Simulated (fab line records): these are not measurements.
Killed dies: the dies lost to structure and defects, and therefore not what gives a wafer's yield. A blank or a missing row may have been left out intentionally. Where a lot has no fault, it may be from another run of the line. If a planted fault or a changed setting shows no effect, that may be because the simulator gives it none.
fab line records | flow berkeley-cmos170
[record] lots = 14 | wafers = 42 | last-day = 12
route steps=331 shown PWELL@49 ACTIVE@76 NVT@110 PLDD@155
lots with no fault: from the same line, run without faults
start-h: hours from the record's first day to the start of the lot's first wafer shown | wait-h: time in hours since the lot's previous step | " same as the row above | L1.1+2: several wafers, shown together as one row | - no value present, or no start provided | * or withheld: withheld | < > ~ a bound
route shown NAME@n: NAME is a module with steps in the file, n the number in the route of the first one | usual: average and standard deviation across the fault-free wafers | same: alike in all rows | chamber/n: place in a boat | sites: per-site readings | _std_site: their standard deviation | _edge_site: inner sites' mean taken away from outer sites' mean | radius-mm: how far each site lies from the wafer's centre | mask NAME#n: copy n | behind: the tool/chamber that last shaped the wafer | hold: reason for holding the lot/hours on hold/outcome of the hold | device: whichever transistor did not switch (one of n, p or np) | end of line: at the end of the route, the tests of the same wafers | where a step has no rows: the recipe by itself | killed: dies that structure and defects cost at the first sort, which is not the same as the wafer's yield | map: per-die view of a wafer (x killed, . not killed, _ where there is no die)
set.NAME: the setting as run; set.NAME@STEP: as run at that earlier step | model.NAME: the simulator's own value behind a step, which no gauge read
route steps across a sampled set of lots; one table per step, one row per wafer
services: the hour from which a tool's chamber was out of use, counted from the record's first day as start-h (under 0 if before that day), plus the number of hours and why
[[steps]]
[step UCB170_PWELL_IMPLANT_15]
[recipe] species = B | dose-cm2 = 5e+12 | energy-kev = 60 | tilt-deg = 7
[usual] beam-on-s = 10.00/0.19 | dose-ions-cm2 = 4.999e+12/5.4e+09 | faraday-current-uA = 15.9/0.3
lot.wafer | tool         | chamber | start-h | wait-h | beam-on-s | dose-ions-cm2 | faraday-current-uA
L535.3    | implanter-01 | 0       | 46.41   | 0.1    | 9.97      | 4.997e+12     | 15.9
L535.4    | "            | 0       | "       | "      | 9.98      | 5.014e+12     | 15.9
L535.5    | "            | 0       | "       | "      | 9.97      | 5.008e+12     | 15.9
L536.2    | implanter-01 | 0       | 50.40   | 0.1    | 9.87      | 5.001e+12     | 16.0
L536.4    | "            | 0       | "       | "      | 9.87      | 5e+12         | 16.1
L536.6    | "            | 0       | "       | "      | 9.81      | 5.003e+12     | 16.2
L538.3    | implanter-04 | 0       | 62.08   | 0.1    | 10.20     | 5e+12         | 15.5
L538.5    | "            | 0       | "       | "      | 9.93      | 4.993e+12     | 16.0
L538.6    | "            | 0       | "       | "      | 9.74      | 4.997e+12     | 16.3
L540.1    | implanter-01 | 0       | 71.74   | 0.1    | 9.99      | 4.995e+12     | 15.9
L540.3    | "            | 0       | "       | "      | 9.87      | 4.992e+12     | 16.0
L540.6    | "            | 0       | "       | "      | 9.91      | 4.996e+12     | 16.0
L541.3    | implanter-02 | 0       | 83.24   | 0.1    | 10.14     | 4.998e+12     | 15.6
L541.4    | "            | 0       | "       | "      | 10.31     | 5e+12         | 15.3
L541.6    | "            | 0       | "       | "      | 10.18     | 4.99e+12      | 15.5
L542.1    | implanter-04 | 0       | 83.26   | 0.1    | 9.75      | 5.002e+12     | 16.3
L542.3    | "            | 0       | "       | "      | 9.91      | 4.997e+12     | 16.0
L542.4    | "            | 0       | "       | "      | 10.04     | 5.007e+12     | 15.8
L543.1    | implanter-02 | 0       | 90.18   | 0.1    | 9.95      | 5e+12         | 15.9
L543.4    | "            | 0       | "       | "      | 10.17     | 4.997e+12     | 15.5
L543.5    | "            | 0       | "       | "      | 9.82      | 5.003e+12     | 16.1
L544.1    | implanter-01 | 0       | 94.46   | 0.1    | 9.87      | 4.996e+12     | 16.1
L544.4    | "            | 0       | "       | "      | 10.27     | 4.997e+12     | 15.6
L544.6    | "            | 0       | "       | "      | 10.01     | 5e+12         | 15.9
L545.2    | implanter-02 | 0       | 102.23  | 0.1    | 10.03     | 5.005e+12     | 15.7
L545.3    | "            | 0       | "       | "      | 9.69      | 5.004e+12     | 16.3
L545.5    | "            | 0       | "       | "      | 9.93      | 5.004e+12     | 16.0
L546.2    | implanter-01 | 0       | 109.44  | 0.1    | 10.18     | 4.994e+12     | 15.5
L546.4    | "            | 0       | "       | "      | 10.33     | 4.998e+12     | 15.4
L546.5    | "            | 0       | "       | "      | 9.88      | 4.994e+12     | 16.0
L547.1    | implanter-02 | 0       | 119.04  | 0.1    | 9.94      | 5.005e+12     | 16.0
L547.3    | "            | 0       | "       | "      | 9.85      | 5e+12         | 16.0
L547.6    | "            | 0       | "       | "      | 9.98      | 4.999e+12     | 15.9
L554.1    | implanter-04 | 0       | 141.01  | 0.1    | 9.90      | 4.989e+12     | 16.0
L554.2    | "            | 0       | "       | "      | 9.29      | 4.993e+12     | 16.9
L554.6    | "            | 0       | "       | "      | 10.15     | 4.996e+12     | 15.6
L553.1    | implanter-01 | 0       | 141.16  | 0.1    | 10.18     | 6.81e+12      | 21.1
L553.3    | "            | 0       | "       | "      | 10.10     | 6.818e+12     | 21.5
L553.4    | "            | 0       | "       | "      | 10.11     | 6.815e+12     | 21.4
L558.1    | implanter-01 | 0       | 159.90  | 0.1    | 10.08     | 6.813e+12     | 21.5
L558.2    | "            | 0       | "       | "      | 9.81      | 6.804e+12     | 21.9
L558.4    | "            | 0       | "       | "      | 9.78      | 6.811e+12     | 22.1
[step UCB170_PWELL_TW_MEAS_17]
[usual] PWELL_TW = 376/3.5
lot.wafer | tool          | chamber | start-h | wait-h | PWELL_TW
L535.3    | film-metro-04 | -       | 46.63   | 0.1    | 379
L535.4    | "             | -       | "       | "      | 382
L535.5    | "             | -       | "       | "      | 381
L536.2    | film-metro-03 | -       | 50.64   | 0.1    | 374
L536.4    | "             | -       | "       | "      | 374
L536.6    | "             | -       | "       | "      | 374
L538.3    | film-metro-03 | -       | 62.30   | 0.1    | 372
L538.5    | "             | -       | "       | "      | 373
L538.6    | "             | -       | "       | "      | 374
L540.1    | film-metro-02 | -       | 71.99   | 0.1    | 375
L540.3    | "             | -       | "       | "      | 372
L540.6    | "             | -       | "       | "      | 374
L541.3    | film-metro-02 | -       | 83.46   | 0.1    | 375
L541.4    | "             | -       | "       | "      | 375
L541.6    | "             | -       | "       | "      | 376
L542.1    | film-metro-02 | -       | 83.51   | 0.1    | 375
L542.3    | "             | -       | "       | "      | 376
L542.4    | "             | -       | "       | "      | 375
L543.1    | film-metro-04 | -       | 90.43   | 0.1    | 382
L543.4    | "             | -       | "       | "      | 381
L543.5    | "             | -       | "       | "      | 383
L544.1    | film-metro-02 | -       | 94.71   | 0.1    | 376
L544.4    | "             | -       | "       | "      | 376
L544.6    | "             | -       | "       | "      | 374
L545.2    | film-metro-04 | -       | 102.46  | 0.1    | 383
L545.3    | "             | -       | "       | "      | 382
L545.5    | "             | -       | "       | "      | 384
L546.2    | film-metro-04 | -       | 109.67  | 0.1    | 384
L546.4    | "             | -       | "       | "      | 384
L546.5    | "             | -       | "       | "      | 382
L547.1    | film-metro-02 | -       | 119.29  | 0.1    | 377
L547.3    | "             | -       | "       | "      | 374
L547.6    | "             | -       | "       | "      | 376
L554.1    | film-metro-03 | -       | 141.26  | 0.1    | 375
L554.2    | "             | -       | "       | "      | 373
L554.6    | "             | -       | "       | "      | 373
L553.1    | film-metro-02 | -       | 141.41  | 0.1    | 414
L553.3    | "             | -       | "       | "      | 415
L553.4    | "             | -       | "       | "      | 414
L558.1    | film-metro-03 | -       | 160.15  | 0.1    | 409
L558.2    | "             | -       | "       | "      | 410
L558.4    | "             | -       | "       | "      | 413
[step UCB170_ACTIVE_STRIP_16]
[recipe] chemistry = O2 | power-w = 400 | pressure-mtorr = 3500 | platen-temp-c = withheld | o2-flow-sccm = 400 | overash-fraction = 0.5
[usual] chamber-pressure-mTorr = 3500.0/3 | drypump-motor-current-A = 5.53/0.29 | oes-product-au = 0.722/0.0048 | strip-time-to-endpoint-s = 18.09/0.058
lot.wafer | tool            | chamber | start-h | wait-h | chamber-pressure-mTorr | drypump-motor-current-A | oes-product-au | rf-hours-counter-h | strip-time-to-endpoint-s
L535.3    | plasma-asher-03 | 0       | 72.95   | 0.1    | 3500.3                 | 5.60                    | 0.720          | -                  | 18.11
L535.4    | "               | 1       | "       | "      | 3496.1                 | 5.55                    | 0.726          | -                  | 18.12
L535.5    | "               | 0       | "       | "      | 3498.0                 | 5.60                    | 0.723          | -                  | 18.10
L536.2    | plasma-asher-02 | 1       | 79.79   | 0.1    | 3495.5                 | 5.30                    | 0.716          | 37                 | 18.12
L536.4    | "               | 0       | "       | "      | 3498.3                 | 5.78                    | 0.720          | -                  | 18.10
L536.6    | "               | 0       | "       | "      | 3500.4                 | 5.81                    | 0.716          | -                  | 18.10
L538.3    | plasma-asher-03 | 1       | 93.78   | 0.1    | 3504.4                 | 5.54                    | 0.717          | -                  | 18.11
L538.5    | "               | 1       | "       | "      | 3498.2                 | 5.49                    | 0.725          | -                  | 18.10
L538.6    | "               | 0       | "       | "      | 3498.8                 | 5.59                    | 0.728          | -                  | 18.06
L540.1    | plasma-asher-03 | 1       | 99.76   | 0.1    | 3500.7                 | 5.51                    | 0.728          | 31                 | 18.04
L540.3    | "               | 0       | "       | "      | 3499.5                 | 5.57                    | 0.728          | -                  | 18.02
L540.6    | "               | 1       | "       | "      | 3504.6                 | 5.54                    | 0.725          | -                  | 17.98
L542.1    | plasma-asher-03 | 0       | 114.45  | 0.1    | 3501.5                 | 5.63                    | 0.725          | 33                 | 18.08
L542.3    | "               | 0       | "       | "      | 3503.5                 | 5.61                    | 0.717          | -                  | 18.09
L542.4    | "               | 1       | "       | "      | 3498.0                 | 5.56                    | 0.727          | -                  | 18.05
L541.3    | plasma-asher-02 | 0       | 114.70  | 0.1    | 3499.2                 | 5.78                    | 0.724          | -                  | 18.10
L541.4    | "               | 1       | "       | "      | 3498.0                 | 5.33                    | 0.718          | -                  | 18.08
L541.6    | "               | 1       | "       | "      | 3504.2                 | 5.33                    | 0.714          | -                  | 18.09
L543.1    | plasma-asher-04 | 0       | 122.62  | 0.1    | 3501.0                 | 5.92                    | 0.716          | 42                 | 18.18
L543.4    | "               | 0       | "       | "      | 3506.4                 | 5.92                    | 0.722          | -                  | 18.18
L543.5    | "               | 0       | "       | "      | 3502.0                 | 5.94                    | 0.725          | -                  | 18.22
L544.1    | plasma-asher-04 | 0       | 129.07  | 0.1    | 3495.4                 | 5.93                    | 0.722          | 43                 | 18.09
L544.4    | "               | 1       | "       | "      | 3499.9                 | 4.98                    | 0.719          | -                  | 18.15
L544.6    | "               | 0       | "       | "      | 3493.5                 | 5.92                    | 0.726          | -                  | 18.12
L545.2    | plasma-asher-04 | 0       | 136.74  | 0.1    | 3503.2                 | 5.91                    | 0.717          | 44                 | 18.03
L545.3    | "               | 0       | "       | "      | 3497.5                 | 5.91                    | 0.718          | -                  | 18.01
L545.5    | "               | 0       | "       | "      | 3500.2                 | 5.90                    | 0.727          | -                  | 18.05
L546.2    | plasma-asher-02 | 1       | 136.86  | 0.1    | 3502.2                 | 5.36                    | 0.722          | 43                 | 18.12
L546.4    | "               | 0       | "       | "      | 3498.9                 | 5.78                    | 0.720          | -                  | 18.13
L546.5    | "               | 0       | "       | "      | 3498.0                 | 5.76                    | 0.725          | -                  | 18.09
L547.1    | plasma-asher-04 | 0       | 141.76  | 0.1    | 3506.5                 | 5.92                    | 0.720          | 44                 | 18.07
L547.3    | "               | 1       | "       | "      | 3501.5                 | 4.98                    | 0.729          | -                  | 18.11
L547.6    | "               | 0       | "       | "      | 3500.5                 | 5.94                    | 0.720          | -                  | 18.09
L553.1    | plasma-asher-02 | 1       | 169.24  | 0.1    | 3500.7                 | 5.37                    | 0.713          | 47                 | 18.08
L553.3    | "               | 0       | "       | "      | 3498.4                 | 5.76                    | 0.721          | -                  | 18.12
L553.4    | "               | 1       | "       | "      | 3501.8                 | 5.35                    | 0.725          | -                  | 18.05
L554.1    | plasma-asher-02 | 0       | 169.46  | 0.1    | 3501.2                 | 5.78                    | 0.723          | 47                 | 18.14
L554.2    | "               | 1       | "       | "      | 3501.9                 | 5.35                    | 0.731          | 47                 | 18.09
L554.6    | "               | 0       | "       | "      | 3493.8                 | 5.80                    | 0.722          | -                  | 18.10
L558.1    | plasma-asher-04 | 1       | 188.64  | 0.1    | 3501.3                 | 4.96                    | 0.721          | 50                 | 18.05
L558.2    | "               | 0       | "       | "      | 3500.5                 | 5.93                    | 0.716          | 50                 | 18.12
L558.4    | "               | 1       | "       | "      | 3495.1                 | 4.96                    | 0.725          | -                  | 18.03
[step UCB170_NVT_OVL_MEAS_06]
[usual] NVT_OVL = -1/5.8
lot.wafer | tool       | chamber | start-h | wait-h | NVT_OVL[nm]
L535.3    | overlay-01 | -       | 110.18  | -      | -2
L535.4    | "          | -       | "       | "      | -4
L535.5    | "          | -       | "       | "      | 8
L536.2    | overlay-02 | -       | 116.25  | -      | 10
L536.4    | "          | -       | "       | "      | 6
L536.6    | "          | -       | "       | "      | 14
L538.3    | overlay-02 | -       | 133.12  | -      | -5
L538.5    | "          | -       | "       | "      | -5
L538.6    | "          | -       | "       | "      | -5
L540.1    | overlay-01 | -       | 133.31  | -      | -10
L540.3    | "          | -       | "       | "      | -1
L540.6    | "          | -       | "       | "      | -2
L541.3    | overlay-01 | -       | 139.20  | -      | 6
L541.4    | "          | -       | "       | "      | 2
L541.6    | "          | -       | "       | "      | -2
L542.1    | overlay-01 | -       | 139.46  | -      | -6
L542.3    | "          | -       | "       | "      | -4
L542.4    | "          | -       | "       | "      | -12
L543.1    | overlay-02 | -       | 148.77  | -      | -2
L543.4    | "          | -       | "       | "      | 3
L543.5    | "          | -       | "       | "      | 4
L544.1    | overlay-02 | -       | 160.32  | -      | -6
L544.4    | "          | -       | "       | "      | 0
L544.6    | "          | -       | "       | "      | -3
L545.2    | overlay-01 | -       | 162.31  | -      | 3
L545.3    | "          | -       | "       | "      | 6
L545.5    | "          | -       | "       | "      | 9
L546.2    | overlay-01 | -       | 162.59  | -      | 9
L546.4    | "          | -       | "       | "      | 0
L546.5    | "          | -       | "       | "      | 0
L547.1    | overlay-02 | -       | 168.58  | -      | 1
L547.3    | "          | -       | "       | "      | -1
L547.6    | "          | -       | "       | "      | -2
L553.1    | overlay-02 | -       | 193.34  | -      | -3
L553.3    | "          | -       | "       | "      | -3
L553.4    | "          | -       | "       | "      | -7
L554.1    | overlay-02 | -       | 193.62  | -      | 5
L554.2    | "          | -       | "       | "      | 4
L554.6    | "          | -       | "       | "      | -4
L558.1    | overlay-01 | -       | 222.92  | -      | 1
L558.2    | "          | -       | "       | "      | 6
L558.4    | "          | -       | "       | "      | 4
[step UCB170_PLDD_STRIP_10]
[recipe] chemistry = O2 | power-w = 400 | pressure-mtorr = 3500 | platen-temp-c = withheld | o2-flow-sccm = 400 | overash-fraction = 0.5
[usual] chamber-pressure-mTorr = 3500.1/2.8 | drypump-motor-current-A = 5.8/0.36 | oes-product-au = 0.734/0.0044 | strip-time-to-endpoint-s = 21.63/0.059
lot.wafer | tool            | chamber | start-h | wait-h | chamber-pressure-mTorr | drypump-motor-current-A | oes-product-au | rf-hours-counter-h | strip-time-to-endpoint-s
L535.3    | plasma-asher-02 | 1       | 131.39  | 0.1    | 3501.4                 | 5.4                     | 0.737          | -                  | 21.75
L535.4    | "               | 0       | "       | "      | 3503.1                 | 5.8                     | 0.734          | -                  | 21.64
L535.5    | "               | 1       | "       | "      | 3498.8                 | 5.3                     | 0.734          | -                  | 21.71
L536.2    | plasma-asher-02 | 0       | 133.25  | 0.1    | 3502.4                 | 5.8                     | 0.740          | 42                 | 21.63
L536.4    | "               | 1       | "       | "      | 3501.9                 | 5.3                     | 0.726          | -                  | 21.60
L536.6    | "               | 1       | "       | "      | 3498.0                 | 5.3                     | 0.724          | -                  | 21.71
L540.1    | plasma-asher-03 | 0       | 148.52  | 0.1    | 3494.1                 | 5.6                     | 0.741          | 36                 | 21.55
L540.3    | "               | 0       | "       | "      | 3503.5                 | 5.6                     | 0.732          | -                  | 21.61
L540.6    | "               | 0       | "       | "      | 3502.7                 | 5.6                     | 0.735          | -                  | 21.62
L538.3    | plasma-asher-01 | 1       | 148.73  | 0.1    | 3499.9                 | 6.5                     | 0.731          | -                  | 21.64
L538.5    | "               | 0       | "       | "      | 3497.5                 | 5.9                     | 0.734          | -                  | 21.60
L538.6    | "               | 1       | "       | "      | 3498.3                 | 6.5                     | 0.726          | -                  | 21.64
L542.1    | plasma-asher-03 | 0       | 157.75  | 0.1    | 3505.0                 | 5.6                     | 0.735          | 37                 | 21.56
L542.3    | "               | 0       | "       | "      | 3497.3                 | 5.6                     | 0.724          | -                  | 21.57
L542.4    | "               | 1       | "       | "      | 3506.6                 | 5.5                     | 0.727          | -                  | 21.61
L541.3    | plasma-asher-01 | 0       | 158.06  | 0.1    | 3500.3                 | 5.9                     | 0.735          | -                  | 21.58
L541.4    | "               | 1       | "       | "      | 3499.1                 | 6.5                     | 0.729          | -                  | 21.60
L541.6    | "               | 0       | "       | "      | 3494.4                 | 6.0                     | 0.734          | -                  | 21.63
L543.1    | plasma-asher-03 | 0       | 163.45  | 0.1    | 3498.8                 | 5.6                     | 0.729          | 38                 | 21.59
L543.4    | "               | 0       | "       | "      | 3497.9                 | 5.6                     | 0.734          | -                  | 21.60
L543.5    | "               | 0       | "       | "      | 3502.4                 | 5.6                     | 0.732          | -                  | 21.68
L544.1    | plasma-asher-02 | 0       | 174.54  | 0.1    | 3499.0                 | 5.8                     | 0.742          | 47                 | 21.65
L544.4    | "               | 0       | "       | "      | 3500.0                 | 5.8                     | 0.736          | -                  | 21.64
L544.6    | "               | 0       | "       | "      | 3504.5                 | 5.8                     | 0.742          | -                  | 21.61
L545.2    | plasma-asher-03 | 1       | 177.73  | 0.1    | 3501.3                 | 5.5                     | 0.736          | 40                 | 21.61
L545.3    | "               | 1       | "       | "      | 3498.3                 | 5.5                     | 0.735          | -                  | 21.65
L545.5    | "               | 0       | "       | "      | 3502.0                 | 5.6                     | 0.741          | -                  | 21.64
L546.2    | plasma-asher-01 | 0       | 178.39  | 0.1    | 3493.8                 | 5.9                     | 0.736          | 7                  | 21.72
L546.4    | "               | 0       | "       | "      | 3502.5                 | 5.9                     | 0.731          | -                  | 21.70
L546.5    | "               | 1       | "       | "      | 3494.3                 | 6.5                     | 0.736          | -                  | 21.69
L547.1    | plasma-asher-02 | 1       | 185.05  | 0.1    | 3495.7                 | 5.4                     | 0.737          | 49                 | 21.63
L547.3    | "               | 1       | "       | "      | 3501.1                 | 5.4                     | 0.730          | -                  | 21.65
L547.6    | "               | 0       | "       | "      | 3500.5                 | 5.8                     | 0.732          | -                  | 21.73
L553.1    | plasma-asher-02 | 1       | 213.77  | 0.1    | 3498.6                 | 5.4                     | 0.731          | 52                 | 21.64
L553.3    | "               | 1       | "       | "      | 3502.6                 | 5.4                     | 0.721          | -                  | 21.52
L553.4    | "               | 0       | "       | "      | 3502.5                 | 5.8                     | 0.734          | -                  | 21.63
L554.1    | plasma-asher-01 | 0       | 214.34  | 0.1    | 3501.0                 | 6.0                     | 0.734          | 11                 | 21.59
L554.2    | "               | 1       | "       | "      | 3504.5                 | 6.4                     | 0.735          | 11                 | 21.66
L554.6    | "               | 0       | "       | "      | 3502.1                 | 5.9                     | 0.736          | -                  | 21.60
L558.1    | plasma-asher-02 | 1       | 238.17  | 0.1    | 3501.1                 | 5.3                     | 0.735          | 54                 | 21.63
L558.2    | "               | 0       | "       | "      | 3504.8                 | 5.8                     | 0.729          | 54                 | 21.66
L558.4    | "               | 0       | "       | "      | 3497.5                 | 5.8                     | 0.737          | -                  | 21.59
[[services]]
tool            | chamber | start-h | hours | kind
implanter-02    | -       | 40.55   | 32.4  | repair
implanter-04    | -       | 48.32   | 4.7   | pm
plasma-asher-01 | -       | 54.81   | 14.6  | pm
implanter-02    | -       | 86.36   | 3.3   | repair
plasma-asher-02 | -       | 90.14   | 0.8   | repair
implanter-04    | -       | 94.03   | 46.9  | pm
plasma-asher-02 | -       | 103.51  | 0.3   | repair
plasma-asher-01 | -       | 108.75  | 9.0   | pm
plasma-asher-01 | 0       | 108.75  | 9.0   | vent-cycle
plasma-asher-01 | 1       | 108.75  | 9.0   | vent-cycle
implanter-02    | -       | 153.00  | 1.8   | repair
implanter-01    | -       | 160.21  | 4.6   | pm
implanter-04    | -       | 166.03  | 2.5   | repair
implanter-04    | -       | 170.10  | 12.5  | repair
plasma-asher-04 | -       | 176.20  | 0.8   | repair
implanter-02    | -       | 180.21  | 3.1   | repair
implanter-01    | -       | 194.45  | 3.5   | pm
plasma-asher-02 | -       | 197.61  | 2.8   | pm
implanter-01    | -       | 199.27  | 1.7   | repair
plasma-asher-03 | -       | 213.39  | 2.5   | repair
plasma-asher-03 | -       | 213.41  | 3.6   | repair
plasma-asher-03 | -       | 214.37  | 3.7   | repair
implanter-04    | -       | 217.42  | 9.7   | repair
plasma-asher-04 | -       | 231.42  | 2.1   | repair
[[key]]
[first-sign] step = UCB170_PWELL_IMPLANT_15 | reading = dose-ions-cm2 | direction = up | sigmas = 99+ | usual = 4.999e+12 | struck = 6.812e+12
[effect] step = UCB170_PWELL_IMPLANT_15 | reading = faraday-current-uA | direction = up | sigmas = 19 | usual = 15.9 | struck = 21.6
[effect] step = UCB170_PWELL_TW_MEAS_17 | reading = PWELL_TW | direction = up | sigmas = 10 | usual = 376 | struck = 412
met-at UCB170_PWELL_IMPLANT_15
struck-lots L553,L558
tester-left-out L553,L558
not-acting-at UCB170_ACTIVE_STRIP_16,UCB170_NVT_OVL_MEAS_06,UCB170_PLDD_STRIP_10
onset-between 109.44 141.16
[fault] kind = process-parameter-drift | tool = implanter-01 | chamber = - | onset-h = 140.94 | steps = UCB170_PWELL_IMPLANT_15 | channel = dose-cm2 | offset = 1.8116e+12 | shape = step | end-h = 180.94 | acts-in = these-recipes-only | stated = 5e+12
// tester-left-out: of these lots the tester's yield and bins aren't shown, on N5 and GAA mostly nor the transistor test; their killed dies are dies lost to structure and defects alone, not to doping, threshold or leakage, so they don't give the yield
